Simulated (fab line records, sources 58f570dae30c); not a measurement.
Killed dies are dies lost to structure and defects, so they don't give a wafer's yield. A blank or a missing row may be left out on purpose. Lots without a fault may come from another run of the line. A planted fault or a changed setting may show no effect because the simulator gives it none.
One fault seen from 2 desks | flow berkeley_cmos170 | each desk has only its own numbers; what lay behind them comes last

THE TOOL OWNER'S DESK: pecvd-03
The tool's own readings at UCB170_V1_CVD_00 (deposits SiO2 from TEOS/O2, target thk 2000 nm, time 250 s): means of the sampled wafers that have a number, for each lot that ran on this tool. A lot is out of limits, marked OUT, if its mean lies more than 4 standard deviations from the usual mean; the brackets give that distance.
Columns: A = heater_power_w at UCB170_V1_CVD_00, usual 270 W; B = pressure_mtorr at UCB170_V1_CVD_00, usual 8999 mTorr
lot  | first seen here | A   | B
L856 | day 7 10:25     | 268 | 9001
L857 | day 8 02:40     | 260 | 9008
L862 | day 8 20:28     | 253 | 9002
L865 | day 9 03:08     | 310 | 8997
L867 | day 9 15:15     | 264 | 9003
L871 | day 10 09:47    | 225 | 8988
L872 | day 10 16:47    | 267 | 8983
This desk's finding: nothing out of limits on any of the 7 lots.

THE METROLOGY DESK
What the gauges read, lot by lot, whatever tool the lot ran on: means of the sampled wafers that have a number. A lot is out of limits, marked OUT, if its mean lies more than 4 standard deviations from the usual mean; the brackets give that distance.
Columns: A = cd_nm at UCB170_M1_CD_MEAS_09, usual 700.3 nm; B = V1_TEOS_THK at UCB170_V1_THK_MEAS_01, usual 2005 nm; C = V1_BOW at UCB170_V1_BOW_MEAS_03, usual 20 um; D = V1_POLISHED_THK at UCB170_V1_THK_MEAS_04, usual 1000.0 nm
lot  | first seen here | A     | B    | C  | D
L856 | day 7 06:23     | 701.1 | 1993 | 19 | 1000.5
L858 | day 7 21:51     | 701.2 | 2006 | 20 | 1000.9
L859 | day 7 21:59     | 701.9 | 2003 | 22 | 999.8
L857 | day 7 23:36     | 698.9 | 2040 | 21 | 1000.2
L860 | day 8 00:11     | 699.8 | 2022 | 16 | 998.9
L862 | day 8 14:50     | 699.7 | 2006 | 22 | 1000.6
L865 | day 8 22:31     | 699.6 | 2009 | 17 | 999.9
L864 | day 8 23:02     | 702.5 | 2016 | 16 | 999.6
L867 | day 9 12:23     | 698.6 | 1924 | 20 | 937.0 (-64) OUT
L871 | day 10 04:11    | 700.4 | 1995 | 10 | 969.3 (-31) OUT
L873 | day 10 12:20    | 701.8 | 1988 | 17 | 1000.6
L872 | day 10 12:52    | 698.7 | 1964 | 25 | 970.1 (-31) OUT
L875 | day 11 00:58    | 700.8 | 2017 | 15 | 1000.1
L876 | day 11 02:59    | 699.5 | 1994 | 20 | 999.8
L877 | day 11 17:52    | 700.6 | 1996 | 24 | 1002.1
This desk's finding: out of limits on L867, L871, L872; first on L867, day 9 15:55 (V1_POLISHED_THK at UCB170_V1_THK_MEAS_04). In limits: L856, L858, L859, L857, L860, L862, L865, L864, L873, L875, L876, L877.

PUT TOGETHER
The metrology desk could have raised an alarm at day 9 15:55, on L867, L871, L872.
The tool owner's desk saw nothing out of limits.
The tool owner's desk has L867, L871, L872 on record, within its limits.
Of the lots named, all ran UCB170_V1_CVD_00 on pecvd-03.

WHAT THE SIMULATOR HAD PUT IN
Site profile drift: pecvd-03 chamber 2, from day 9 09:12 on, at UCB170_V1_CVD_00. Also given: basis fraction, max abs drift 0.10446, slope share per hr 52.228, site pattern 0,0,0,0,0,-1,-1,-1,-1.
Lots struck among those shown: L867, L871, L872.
Hours from the fault's start to each desk's first reading out of limits: the metrology desk, 7.
